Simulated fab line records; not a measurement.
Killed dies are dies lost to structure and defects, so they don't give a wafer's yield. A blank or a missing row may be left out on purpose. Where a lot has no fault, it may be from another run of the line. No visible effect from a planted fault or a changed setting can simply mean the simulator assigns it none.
fab line records | flow rit-cmos
[record] lots = 7 | wafers = 21 | last-day = 7
route steps=202 shown SDANNEAL@153 PSD@157 NSD@158 PLDD@159 NLDD@160 SILICIDE@161 M1@202
lots with no fault: from the same line, run without faults
start-h: start of the lot's first displayed wafer, in hours after the record's first day | wait-h: time in hours since the lot's previous step | " same as the row above | L1.1+2: a single row standing in for several wafers | - no value present, or no start provided | * or withheld: withheld | < > ~ a bound
route shown NAME@n: a module of which the file shows steps, and the number in the route of the first | usual: mean/standard deviation of fault-free wafers | same: alike in all rows | chamber/n: place in a boat | sites: per-site readings | _std_site: standard deviation of those values | _edge_site: inner sites' mean taken away from outer sites' mean | radius-mm: how far each site lies from the wafer's centre | mask NAME#n: copy n | behind: the last tool/chamber to shape the wafer | hold: what put the lot on hold/how long, in hours/how the hold closed | device: the n, p or np transistor that did not switch | end of line: the tests these same wafers got at the end of their route | where a step has no rows: the recipe by itself | killed: dies that structure and defects cost at the first sort, which is not the same as the wafer's yield | map: a wafer's dies, x killed, . not, _ none there
set.NAME: setting as actually run; set.NAME@STEP: the setting as run at that earlier step | model.NAME: the simulator's own value behind a step, which no gauge read
certain route steps with their lots: each step a table, each wafer a row
[[steps]]
[step RIT_SDANNEAL_CLEAN_00]
[recipe] chemistry = SC1 | mix = 3:3:50 | time-s = 600 | temp-c = 75
[step RIT_SDANNEAL_CLEAN_01]
[recipe] chemistry = dHF | dilution = 50:1 | time-s = 30
[step RIT_SDANNEAL_CLEAN_02]
[recipe] chemistry = SC2 | mix = 3:3:50 | time-s = 600 | temp-c = 75 | dry = n2-spin
[step RIT_SDANNEAL_RTA_03]
[recipe] temp-c = 1050 | time-s = 5 | idle-temp-c = 600 | ramp-up-c-per-s = 342 | ramp-down-c-per-s = 171 | cool-to-c = 600 | ambient = N2
[usual] ramp-down-c-per-s = 171.00/0.033 | ramp-up-c-per-s = 342.00/0.059 | wafer_temp_C_max = 1053.6/1.1
lot.wafer | tool          | chamber | start-h | wait-h | ramp-down-c-per-s | ramp-up-c-per-s | wafer_temp_C_max
L214.1    | rtp-anneal-02 | 0       | 50.48   | 0.0    | 171.00            | 342.07          | 1054.0
L214.5    | "             | 0       | "       | "      | 171.01            | 341.99          | 1052.8
L214.6    | "             | 0       | "       | "      | 171.01            | 342.06          | 1055.1
L216.3    | rtp-anneal-02 | 0       | 60.81   | 0.0    | 171.00            | 342.03          | 1054.2
L216.4    | "             | 0       | "       | "      | 171.03            | 342.04          | 1056.5
L216.6    | "             | 0       | "       | "      | 170.97            | 341.94          | 1052.9
L224.2    | rtp-anneal-02 | 0       | 102.10  | 0.0    | 171.04            | 341.94          | 1051.6
L224.4    | "             | 0       | "       | "      | 170.99            | 342.03          | 1054.0
L224.5    | "             | 0       | "       | "      | 171.05            | 342.04          | 1054.3
L226.2    | rtp-anneal-02 | 0       | 110.36  | 0.0    | 170.94            | 341.96          | 1052.4
L226.3    | "             | 0       | "       | "      | 171.00            | 341.93          | 1053.9
L226.6    | "             | 0       | "       | "      | 170.97            | 342.06          | 1052.9
L228.3    | rtp-anneal-02 | 0       | 126.31  | 0.0    | 171.02            | 341.96          | 1055.1
L228.5    | "             | 0       | "       | "      | 170.97            | 341.94          | 1054.3
L228.6    | "             | 0       | "       | "      | 170.97            | 342.05          | 1053.3
L231.3    | rtp-anneal-01 | 0       | 136.46  | 0.0    | 170.95            | 341.99          | 1054.0
L231.4    | "             | 0       | "       | "      | 171.00            | 342.02          | 1055.0
L231.5    | "             | 0       | "       | "      | 171.10            | 342.01          | 1054.8
L237.4    | rtp-anneal-01 | 0       | 165.40  | 0.0    | 170.99            | 341.92          | 1054.5
L237.5    | "             | 0       | "       | "      | 171.02            | 342.07          | 1053.5
L237.6    | "             | 0       | "       | "      | 170.97            | 342.11          | 1054.3
[step RIT_SDANNEAL_RS_MEAS_04]
[recipe] thk-meas-gauge = four-point-probe
[usual] PSD_RS = 116.0/0.3
lot.wafer | tool          | chamber | start-h | wait-h | PSD_RS[ohm/sq]
L214.1    | film-metro-04 | -       | 50.54   | 0.0    | 115.5
L214.5    | "             | -       | "       | "      | 115.4
L214.6    | "             | -       | "       | "      | 115.8
L216.3    | film-metro-03 | -       | 60.88   | 0.1    | 116.0
L216.4    | "             | -       | "       | "      | 115.5
L216.6    | "             | -       | "       | "      | 115.7
L224.2    | film-metro-04 | -       | 102.17  | 0.1    | 116.4
L224.4    | "             | -       | "       | "      | 116.2
L224.5    | "             | -       | "       | "      | 116.0
L226.2    | film-metro-02 | -       | 110.43  | 0.1    | 116.5
L226.3    | "             | -       | "       | "      | 116.1
L226.6    | "             | -       | "       | "      | 116.4
L228.3    | film-metro-02 | -       | 126.38  | 0.1    | 116.0
L228.5    | "             | -       | "       | "      | 115.8
L228.6    | "             | -       | "       | "      | 115.9
L231.3    | film-metro-03 | -       | 136.54  | 0.1    | 115.4
L231.4    | "             | -       | "       | "      | 115.7
L231.5    | "             | -       | "       | "      | 115.7
L237.4    | film-metro-02 | -       | 165.49  | 0.1    | 116.3
L237.5    | "             | -       | "       | "      | 116.4
L237.6    | "             | -       | "       | "      | 116.4
[step RIT_SDANNEAL_RS_MEAS_05]
[recipe] thk-meas-gauge = four-point-probe
[usual] NSD_RS = 84.6/0.33
lot.wafer | tool          | chamber | start-h | wait-h | NSD_RS[ohm/sq]
L214.1    | film-metro-04 | -       | 50.66   | 0.1    | 84.7
L214.5    | "             | -       | "       | "      | 84.8
L214.6    | "             | -       | "       | "      | 85.0
L216.3    | film-metro-03 | -       | 61.00   | 0.1    | 84.1
L216.4    | "             | -       | "       | "      | 83.9
L216.6    | "             | -       | "       | "      | 84.0
L224.2    | film-metro-04 | -       | 102.29  | 0.1    | 84.3
L224.4    | "             | -       | "       | "      | 84.3
L224.5    | "             | -       | "       | "      | 84.5
L226.2    | film-metro-02 | -       | 110.55  | 0.1    | 84.7
L226.3    | "             | -       | "       | "      | 84.9
L226.6    | "             | -       | "       | "      | 84.9
L228.3    | film-metro-02 | -       | 126.50  | 0.1    | 84.9
L228.5    | "             | -       | "       | "      | 84.8
L228.6    | "             | -       | "       | "      | 84.7
L231.3    | film-metro-03 | -       | 136.66  | 0.1    | 84.6
L231.4    | "             | -       | "       | "      | 84.8
L231.5    | "             | -       | "       | "      | 84.8
L237.4    | film-metro-02 | -       | 165.61  | 0.1    | 84.4
L237.5    | "             | -       | "       | "      | 84.7
L237.6    | "             | -       | "       | "      | 84.7
[step RIT_SDANNEAL_RS_MEAS_06]
[recipe] thk-meas-gauge = four-point-probe
[usual] PLDD_RS = 178.6/0.48
lot.wafer | tool          | chamber | start-h | wait-h | PLDD_RS[ohm/sq]
L214.1    | film-metro-04 | -       | 50.78   | 0.1    | 177.9
L214.5    | "             | -       | "       | "      | 178.3
L214.6    | "             | -       | "       | "      | 178.4
L216.3    | film-metro-03 | -       | 61.12   | 0.1    | 179.0
L216.4    | "             | -       | "       | "      | 179.5
L216.6    | "             | -       | "       | "      | 179.1
L224.2    | film-metro-04 | -       | 102.41  | 0.1    | 178.0
L224.4    | "             | -       | "       | "      | 177.9
L224.5    | "             | -       | "       | "      | 177.7
L226.2    | film-metro-02 | -       | 110.67  | 0.1    | 179.4
L226.3    | "             | -       | "       | "      | 179.6
L226.6    | "             | -       | "       | "      | 179.3
L228.3    | film-metro-02 | -       | 126.62  | 0.1    | 178.6
L228.5    | "             | -       | "       | "      | 178.9
L228.6    | "             | -       | "       | "      | 178.1
L231.3    | film-metro-03 | -       | 136.78  | 0.1    | 179.4
L231.4    | "             | -       | "       | "      | 178.9
L231.5    | "             | -       | "       | "      | 178.9
L237.4    | film-metro-02 | -       | 165.73  | 0.1    | 178.0
L237.5    | "             | -       | "       | "      | 178.3
L237.6    | "             | -       | "       | "      | 178.1
[step RIT_SDANNEAL_RS_MEAS_07]
[recipe] thk-meas-gauge = four-point-probe
[usual] NLDD_RS = 151.7/0.57
lot.wafer | tool          | chamber | start-h | wait-h | NLDD_RS[ohm/sq]
L214.1    | film-metro-04 | -       | 50.90   | 0.1    | 151.9
L214.5    | "             | -       | "       | "      | 151.8
L214.6    | "             | -       | "       | "      | 151.2
L216.3    | film-metro-03 | -       | 61.24   | 0.1    | 151.2
L216.4    | "             | -       | "       | "      | 150.8
L216.6    | "             | -       | "       | "      | 151.0
L224.2    | film-metro-04 | -       | 102.53  | 0.1    | 151.6
L224.4    | "             | -       | "       | "      | 151.6
L224.5    | "             | -       | "       | "      | 152.1
L226.2    | film-metro-02 | -       | 110.79  | 0.1    | 151.6
L226.3    | "             | -       | "       | "      | 151.5
L226.6    | "             | -       | "       | "      | 152.1
L228.3    | film-metro-02 | -       | 126.74  | 0.1    | 152.6
L228.5    | "             | -       | "       | "      | 153.0
L228.6    | "             | -       | "       | "      | 152.5
L231.3    | film-metro-03 | -       | 136.90  | 0.1    | 151.8
L231.4    | "             | -       | "       | "      | 151.4
L231.5    | "             | -       | "       | "      | 151.5
L237.4    | film-metro-02 | -       | 165.85  | 0.1    | 152.6
L237.5    | "             | -       | "       | "      | 152.5
L237.6    | "             | -       | "       | "      | 152.4
[step RIT_SILICIDE_WET_ETCH_00]
[recipe] chemistry = BOE | target = SiO2 | target-depth-nm = 14 | time-s = 15 | dry = n2-spin | dilution = 10:1 | temp-c = 21.5
[step RIT_SILICIDE_SPUTTER_01]
[recipe] material = Ti | target-thk-nm = 30 | power-w = 350 | chamber-pressure-pa = 0.667 | gas = Ar | time-s = 240 | substrate-temp-c = 25
[usual] cathode-dc-power-W = 349.99/0.061 | throttle-valve-pct = 30.4/1.5
lot.wafer | tool           | chamber | start-h | wait-h | cathode-dc-power-W | throttle-valve-pct
L214.1    | pvd-sputter-03 | -       | 51.03   | 0.0    | 349.99             | 32.8
L214.5    | "              | -       | "       | "      | 350.09             | 30.4
L214.6    | "              | -       | "       | "      | 350.05             | 31.9
L216.3    | pvd-sputter-03 | -       | 61.34   | 0.0    | 350.05             | 31.5
L216.4    | "              | -       | "       | "      | 350.03             | 30.1
L216.6    | "              | -       | "       | "      | 349.89             | 30.4
L224.2    | pvd-sputter-03 | -       | 102.64  | 0.0    | 349.95             | 31.6
L224.4    | "              | -       | "       | "      | 349.91             | 31.6
L224.5    | "              | -       | "       | "      | 350.00             | 31.5
L226.2    | pvd-sputter-03 | -       | 110.91  | 0.0    | 350.11             | 31.4
L226.3    | "              | -       | "       | "      | 350.04             | 31.8
L226.6    | "              | -       | "       | "      | 350.01             | 32.5
L228.3    | pvd-sputter-03 | -       | 126.84  | 0.0    | 350.00             | 31.7
L228.5    | "              | -       | "       | "      | 349.90             | 31.5
L228.6    | "              | -       | "       | "      | 349.96             | 32.7
L231.3    | pvd-sputter-01 | -       | 137.00  | 0.0    | 349.93             | 27.5
L231.4    | "              | -       | "       | "      | 350.01             | 30.0
L231.5    | "              | -       | "       | "      | 349.96             | 27.3
L237.4    | pvd-sputter-01 | -       | 165.93  | 0.0    | 350.12             | 30.0
L237.5    | "              | -       | "       | "      | 350.04             | 29.8
L237.6    | "              | -       | "       | "      | 349.96             | 30.0
[step RIT_SILICIDE_RS_MEAS_02]
[recipe] thk-meas-gauge = four-point-probe | reads = Ti_of_SILICIDE_SPUTTER_01
[usual] SILICIDE_TI_RS = 48.5/0.42
lot.wafer | tool          | chamber | start-h | wait-h | SILICIDE_TI_RS[ohm/sq]
L214.1    | film-metro-01 | -       | 51.18   | 0.1    | 47.7
L214.5    | "             | -       | "       | "      | 47.9
L214.6    | "             | -       | "       | "      | 48.2
L216.3    | film-metro-04 | -       | 61.53   | 0.1    | 47.8
L216.4    | "             | -       | "       | "      | 48.2
L216.6    | "             | -       | "       | "      | 48.1
L224.2    | film-metro-03 | -       | 102.81  | 0.1    | 49.0
L224.4    | "             | -       | "       | "      | 48.8
L224.5    | "             | -       | "       | "      | 49.0
L226.2    | film-metro-01 | -       | 111.08  | 0.1    | 48.3
L226.3    | "             | -       | "       | "      | 48.6
L226.6    | "             | -       | "       | "      | 48.8
L228.3    | film-metro-03 | -       | 127.03  | 0.1    | 48.8
L228.5    | "             | -       | "       | "      | 49.1
L228.6    | "             | -       | "       | "      | 49.4
L231.3    | film-metro-04 | -       | 137.19  | 0.1    | 47.8
L231.4    | "             | -       | "       | "      | 48.3
L231.5    | "             | -       | "       | "      | 47.8
L237.4    | film-metro-01 | -       | 166.15  | 0.1    | 48.4
L237.5    | "             | -       | "       | "      | 48.1
L237.6    | "             | -       | "       | "      | 48.7
[step RIT_SILICIDE_THK_MEAS_03]
[recipe] thk-meas-gauge = xrf | reads = Ti_of_SILICIDE_SPUTTER_01
[usual] SILICIDE_TI_THK = 29.50/0.29
lot.wafer | tool          | chamber | start-h | wait-h | SILICIDE_TI_THK[nm]
L214.1    | film-metro-01 | -       | 51.30   | 0.1    | 30.07
L214.5    | "             | -       | "       | "      | 29.86
L214.6    | "             | -       | "       | "      | 29.79
L216.3    | film-metro-04 | -       | 61.63   | 0.1    | 29.79
L216.4    | "             | -       | "       | "      | 29.60
L216.6    | "             | -       | "       | "      | 29.66
L224.2    | film-metro-03 | -       | 102.92  | 0.1    | 29.00
L224.4    | "             | -       | "       | "      | 29.25
L224.5    | "             | -       | "       | "      | 29.09
L226.2    | film-metro-01 | -       | 111.19  | 0.1    | 29.78
L226.3    | "             | -       | "       | "      | 29.54
L226.6    | "             | -       | "       | "      | 29.52
L228.3    | film-metro-03 | -       | 127.13  | 0.1    | 29.15
L228.5    | "             | -       | "       | "      | 28.98
L228.6    | "             | -       | "       | "      | 28.95
L231.3    | film-metro-04 | -       | 137.29  | 0.1    | 29.97
L231.4    | "             | -       | "       | "      | 29.80
L231.5    | "             | -       | "       | "      | 30.02
L237.4    | film-metro-01 | -       | 166.24  | 0.1    | 29.81
L237.5    | "             | -       | "       | "      | 29.88
L237.6    | "             | -       | "       | "      | 29.68
[step RIT_SILICIDE_RTA_04]
[recipe] temp-c = 650 | time-s = 10 | idle-temp-c = 25 | ramp-up-s = 5 | ramp-down-s = 5 | cool-to-c = 25 | ambient = N2
[usual] wafer_temp_C_max = 653.4/0.85
lot.wafer | tool          | chamber | start-h | wait-h | wafer_temp_C_max
L214.1    | rtp-anneal-01 | 0       | 51.36   | 0.1    | 655.3
L214.5    | "             | 0       | "       | "      | 653.3
L214.6    | "             | 0       | "       | "      | 655.0
L216.3    | rtp-anneal-01 | 0       | 61.69   | 0.1    | 655.8
L216.4    | "             | 0       | "       | "      | 653.9
L216.6    | "             | 0       | "       | "      | 653.8
L224.2    | rtp-anneal-01 | 0       | 102.98  | 0.1    | 724.5
L224.4    | "             | 0       | "       | "      | 723.5
L224.5    | "             | 0       | "       | "      | 723.0
L226.2    | rtp-anneal-01 | 0       | 111.25  | 0.1    | 723.5
L226.3    | "             | 0       | "       | "      | 723.2
L226.6    | "             | 0       | "       | "      | 724.7
L228.3    | rtp-anneal-01 | 0       | 127.19  | 0.1    | 722.7
L228.5    | "             | 0       | "       | "      | 724.7
L228.6    | "             | 0       | "       | "      | 723.6
L231.3    | rtp-anneal-02 | 0       | 137.35  | 0.1    | 653.5
L231.4    | "             | 0       | "       | "      | 652.9
L231.5    | "             | 0       | "       | "      | 653.2
L237.4    | rtp-anneal-02 | 0       | 166.30  | 0.1    | 653.8
L237.5    | "             | 0       | "       | "      | 652.6
L237.6    | "             | 0       | "       | "      | 652.3
[step RIT_SILICIDE_WET_ETCH_05]
[recipe] chemistry = SPM | target = Ti | temp-c = 90 | time-s = 120 | dry = n2-spin
[step RIT_M1_PROBE_99]
[usual] killed_at_M0_to_M3 = 0.0/0.12 | killed-at-contacts = 0.1/0.24 | killed-at-front-end = 7/3.1 | killed-dies = 7/3.1 | killed-open = 3.6/2.1 | killed-short = 3.2/2
[same] gross-dies = 264 | killed_at_M4_up = 0 | killed-at-back-side = 0 | killed-at-other = 0
lot.wafer | tool      | chamber | start-h | wait-h | killed_at_M0_to_M3 | killed-at-contacts | killed-at-front-end | killed-dies | killed-open | killed-short | model.etest.npoly-line.line-ohm-um | model.etest.ppoly-line.line-ohm-um | model.etest.contact-nplus.end-ohm-um | model.etest.contact-pplus.end-ohm-um | model.etest.npoly-line.rs-ohm-sq | model.etest.ppoly-line.rs-ohm-sq | model.etest.pmos_0p15.gate-log10-a-cm2 | model.etest.nmos-narrow.off-log10-a-um
L214.1    | prober-02 | -       | 57.93   | 0.1    | 0                  | 0                  | 4                   | 4           | 2           | 2            | 168                                | 160.5                              | 41.88                                | 44.36                                | 16.97                            | 16.42                            | -5.575                                 | -13.06
L214.5    | prober-02 | -       | 58.13   | 0.2    | 0                  | 0                  | 5                   | 5           | 4           | 1            | 168.6                              | 164.1                              | 41.5                                 | 44.3                                 | 17.02                            | 16.52                            | -5.844                                 | -13
L214.6    | prober-02 | -       | 58.18   | 0.2    | 0                  | 0                  | 8                   | 8           | 3           | 5            | 165.8                              | 158.6                              | 42.86                                | 44.39                                | 17.1                             | 16.54                            | -5.741                                 | -13.19
L216.3    | prober-02 | -       | 69.46   | 0.2    | 1                  | 0                  | 8                   | 9           | 3           | 6            | 167.1                              | 160.7                              | 41.45                                | 44.43                                | 17.01                            | 16.59                            | -6.853                                 | -13.3
L216.4    | prober-02 | -       | 69.51   | 0.2    | 0                  | 0                  | 9                   | 9           | 6           | 3            | 173.5                              | 165.9                              | 41.11                                | 44.67                                | 17.19                            | 16.61                            | -6.718                                 | -13.24
L216.6    | prober-02 | -       | 69.61   | 0.2    | 0                  | 0                  | 11                  | 11          | 4           | 7            | 176.3                              | 167.7                              | 41.4                                 | 44.96                                | 17.23                            | 16.81                            | -6.491                                 | -13.24
L224.2    | prober-02 | -       | 110.17  | 0.1    | 0                  | 1                  | 5                   | 6           | 2           | 4            | 154.4                              | 150.4                              | 50.18                                | 49.01                                | 15.54                            | 14.99                            | -5.123                                 | -12.03
L224.4    | prober-02 | -       | 110.27  | 0.2    | 0                  | 0                  | 7                   | 7           | 5           | 2            | 155.7                              | 149.2                              | 51.43                                | 48.92                                | 15.43                            | 15.04                            | -5.096                                 | -12.08
L224.5    | prober-02 | -       | 110.32  | 0.2    | 0                  | 0                  | 8                   | 8           | 5           | 3            | 154                                | 150.2                              | 52.13                                | 48.88                                | 15.46                            | 15.05                            | -5.149                                 | -12.11
L226.2    | prober-02 | -       | 117.96  | 0.1    | 0                  | 0                  | 2                   | 2           | 2           | 0            | 154.2                              | 149.2                              | 50.66                                | 52.86                                | 15.24                            | 15.08                            | -5.001                                 | -11.97
L226.3    | prober-02 | -       | 118.01  | 0.2    | 0                  | 0                  | 6                   | 6           | 4           | 2            | 156.4                              | 147.6                              | 50.45                                | 51.06                                | 15.23                            | 14.87                            | -5.036                                 | -12
L226.6    | prober-02 | -       | 118.16  | 0.2    | 0                  | 0                  | 8                   | 8           | 4           | 4            | 151.8                              | 145.9                              | 49.7                                 | 51.58                                | 15.36                            | 14.9                             | -5.036                                 | -11.98
L228.3    | prober-02 | -       | 133.97  | 0.2    | 0                  | 0                  | 16                  | 16          | 6           | 10           | 153.5                              | 149.4                              | 48.43                                | 48.84                                | 15.31                            | 14.84                            | -5.101                                 | -12.05
L228.5    | prober-02 | -       | 134.07  | 0.2    | 0                  | 0                  | 3                   | 3           | 0           | 3            | 157.2                              | 154.3                              | 48.65                                | 49.3                                 | 15.6                             | 15.05                            | -5.122                                 | -12.08
L228.6    | prober-02 | -       | 134.12  | 0.2    | 0                  | 0                  | 7                   | 7           | 4           | 3            | 152.1                              | 149.9                              | 47.05                                | 48.39                                | 15.57                            | 15.07                            | -5.141                                 | -12.1
L231.3    | prober-01 | -       | 144.39  | 0.2    | 0                  | 0                  | 8                   | 8           | 4           | 4            | 162.7                              | 155.5                              | 41.09                                | 43.68                                | 16.95                            | 16.43                            | -6.605                                 | -13.2
L231.4    | prober-01 | -       | 144.44  | 0.2    | 0                  | 0                  | 9                   | 9           | 4           | 5            | 164.6                              | 158.9                              | 41.61                                | 44.66                                | 17.11                            | 16.48                            | -6.604                                 | -13.32
L231.5    | prober-01 | -       | 144.49  | 0.2    | 0                  | 0                  | 3                   | 3           | 2           | 1            | 161.3                              | 156                                | 41.37                                | 43.93                                | 16.89                            | 16.54                            | -6.662                                 | -13.28
L237.4    | prober-01 | -       | 173.01  | 0.2    | 0                  | 0                  | 10                  | 10          | 6           | 4            | 164.4                              | 159.6                              | 40.79                                | 45.68                                | 17.13                            | 16.58                            | -6.131                                 | -13.25
L237.5    | prober-01 | -       | 173.06  | 0.2    | 0                  | 0                  | 10                  | 10          | 8           | 2            | 167.1                              | 157.9                              | 39.69                                | 46.16                                | 17.06                            | 16.54                            | -6.776                                 | -13.3
L237.6    | prober-01 | -       | 173.11  | 0.2    | 0                  | 0                  | 5                   | 5           | 4           | 1            | 166.5                              | 161.5                              | 42.39                                | 44.55                                | 17.09                            | 16.73                            | -6.741                                 | -13.22
// killed by level:class
L214.1 REOX:geometric-particle:short=1 SPACER:geometric-particle:open=1 SPACER:geometric-particle:short=1 SILICIDE:geometric-particle:open=1
L214.5 FOX1:geometric-particle:open=1 FOX2:geometric-particle:open=1 GATE:geometric-particle:short=1 GATE:geometric-particle:open=1 SILICIDE:geometric-particle:open=1
L214.6 FOX1:geometric-particle:short=2 GATE:geometric-particle:open=2 GATE:geometric-particle:short=1 REOX:geometric-particle:open=1 REOX:geometric-particle:short=1 SPACER:geometric-particle:short=1
L216.3 GATE:geometric-particle:short=2 GATE:geometric-particle:open=2 REOX:geometric-particle:short=1 SPACER:geometric-particle:short=1 SILICIDE:geometric-particle:short=1 SILICIDE:geometric-particle:open=1 M1:geometric-particle:short=1
L216.4 SPACER:geometric-particle:short=3 SILICIDE:geometric-particle:open=3 FOX2:geometric-particle:open=2 GATE:geometric-particle:open=1
L216.6 GATE:geometric-particle:short=4 GATE:geometric-particle:open=4 FOX1:geometric-particle:short=1 FOX2:geometric-particle:short=1 SILICIDE:geometric-particle:short=1
L224.2 GATE:geometric-particle:short=2 SPACER:geometric-particle:short=2 GATE:geometric-particle:open=1 CONTACT:geometric-particle:open=1
L224.4 GATE:geometric-particle:open=3 FOX2:geometric-particle:short=1 SPACER:geometric-particle:open=1 SPACER:geometric-particle:short=1 SILICIDE:geometric-particle:open=1
L224.5 GATE:geometric-particle:short=2 GATE:geometric-particle:open=2 SILICIDE:geometric-particle:open=2 FOX2:geometric-particle:open=1 SILICIDE:geometric-particle:short=1
L226.2 GATE:geometric-particle:open=2
L226.3 GATE:geometric-particle:open=2 SILICIDE:geometric-particle:open=2 FOX1:geometric-particle:short=1 REOX:geometric-particle:short=1
L226.6 GATE:geometric-particle:open=3 SILICIDE:geometric-particle:short=2 FOX1:geometric-particle:open=1 FOX1:geometric-particle:short=1 REOX:geometric-particle:short=1
L228.3 SILICIDE:geometric-particle:short=4 GATE:geometric-particle:short=3 GATE:geometric-particle:open=2 REOX:geometric-particle:short=2 SPACER:geometric-particle:open=2 FOX2:geometric-particle:short=1 REOX:geometric-particle:open=1 SILICIDE:geometric-particle:open=1
L228.5 REOX:geometric-particle:short=2 SILICIDE:geometric-particle:short=1
L228.6 GATE:geometric-particle:open=3 FOX1:geometric-particle:short=1 FOX1:geometric-particle:open=1 REOX:geometric-particle:short=1 SPACER:geometric-particle:short=1
L231.3 GATE:geometric-particle:short=2 FOX2:geometric-particle:open=1 GATE:geometric-particle:open=1 REOX:geometric-particle:open=1 REOX:geometric-particle:short=1 SPACER:geometric-particle:open=1 SILICIDE:geometric-particle:short=1
L231.4 SPACER:geometric-particle:short=3 SPACER:geometric-particle:open=2 FOX1:geometric-particle:open=1 FOX2:geometric-particle:short=1 FOX2:geometric-particle:open=1 GATE:geometric-particle:short=1
L231.5 FOX1:geometric-particle:short=1 GATE:geometric-particle:open=1 SPACER:geometric-particle:open=1
L237.4 GATE:geometric-particle:short=3 GATE:geometric-particle:open=3 REOX:geometric-particle:open=3 REOX:geometric-particle:short=1
L237.5 GATE:geometric-particle:open=3 SILICIDE:geometric-particle:open=2 FOX1:geometric-particle:open=1 FOX2:geometric-particle:short=1 REOX:geometric-particle:open=1 REOX:geometric-particle:short=1 SPACER:geometric-particle:open=1
L237.6 GATE:geometric-particle:open=2 REOX:geometric-particle:open=1 SPACER:geometric-particle:open=1 SILICIDE:geometric-particle:short=1
[[key]]
[first-sign] step = RIT_SILICIDE_RTA_04 | reading = wafer_temp_C_max | direction = up | sigmas = 82 | usual = * | struck = *
effect none on later readings
[model-effect] step = RIT_M1_PROBE_99 | value = etest.npoly-line.line-ohm-um | without = 166.8 | struck = 154.4
met-at RIT_SILICIDE_RTA_04
struck-wafers L224.2,L224.4,L224.5,L226.2,L226.3,L226.6,L228.3,L228.5,L228.6
tester-left-out L224,L226,L228
onset-between 61.69 102.98
[fault] kind = process-parameter-drift | tool = rtp-anneal-01 | chamber = - | onset-h = 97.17 | steps = RIT_SILICIDE_RTA_04 | channel = temp-c | offset = * | shape = step | end-h = 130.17 | acts-in = * | stated = *
// tester-left-out: of these lots the tester's yield and bins aren't shown, on N5 and GAA mostly nor the transistor test; their killed dies are dies lost to structure and defects alone, not to doping, threshold or leakage, so they don't give the yield
